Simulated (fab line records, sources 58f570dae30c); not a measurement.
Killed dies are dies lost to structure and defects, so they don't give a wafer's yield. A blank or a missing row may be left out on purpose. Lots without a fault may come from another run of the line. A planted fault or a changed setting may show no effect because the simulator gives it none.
Chamber matching | flow berkeley_cmos170 | UCB170_GATE_ETCH_15 on rie_si-02: 4 sister chambers
The step etches poly-Si in HBr/Cl2, stops on SiO2, time 56.3 s, target depth 278.2 nm. 8 wafers are shown with their chamber, then 9 later ones without.

WAFERS WITH THEIR CHAMBER
wafer  | chamber | throttle_valve_pct (%) | oes_product_au (a.u.)
L539.4 | 0       | 25.97                  | 0.798
L540.1 | 2       | 26.44                  | 0.822
L543.1 | 1       | 26.27                  | 0.843
L543.3 | 0       | 25.99                  | 0.801
L543.4 | 3       | 26.66                  | 0.846
L547.2 | 1       | 26.28                  | 0.825
L547.5 | 2       | 26.45                  | 0.809
L547.6 | 3       | 26.63                  | 0.852

WAFERS WITHOUT THEIR CHAMBER
wafer  | throttle_valve_pct (%) | oes_product_au (a.u.)
L550.2 | 26.28                  | 0.834
L550.3 | 26.45                  | 0.811
L550.6 | 26.44                  | 0.808
L553.3 | 26.42                  | 0.814
L553.4 | 26.26                  | 0.831
L553.5 | 25.99                  | 0.802
L555.2 | 26.46                  | 0.803
L555.4 | 26.65                  | 0.843
L555.6 | 26.46                  | 0.817

WHICH CHAMBER EACH WENT THROUGH
wafer  | from the rows above | in truth
L550.2 | 1                   | 1
L550.3 | 2                   | 2
L550.6 | 2                   | 2
L553.3 | 2                   | 2
L553.4 | 1                   | 1
L553.5 | 0                   | 0
L555.2 | 2                   | 2
L555.4 | 3                   | 3
L555.6 | 2                   | 2
Placed correctly: 9 of 9. Can't be placed from these rows: 0. Placed wrongly: 0.
How it was worked out, from the rows above alone: a wafer's distance from a chamber is the root of the sum, over the readings, of the square of ((its reading less the chamber's mean) divided by the reading's scatter). The wafer belongs to the nearest chamber; if the next one is less than 2 further off, it can't be placed. A chamber's mean is the mean of its shown wafers. The scatter: the root of (the sum of the squares of (reading less its chamber's mean) over the shown wafers, divided by (wafers less chambers)).
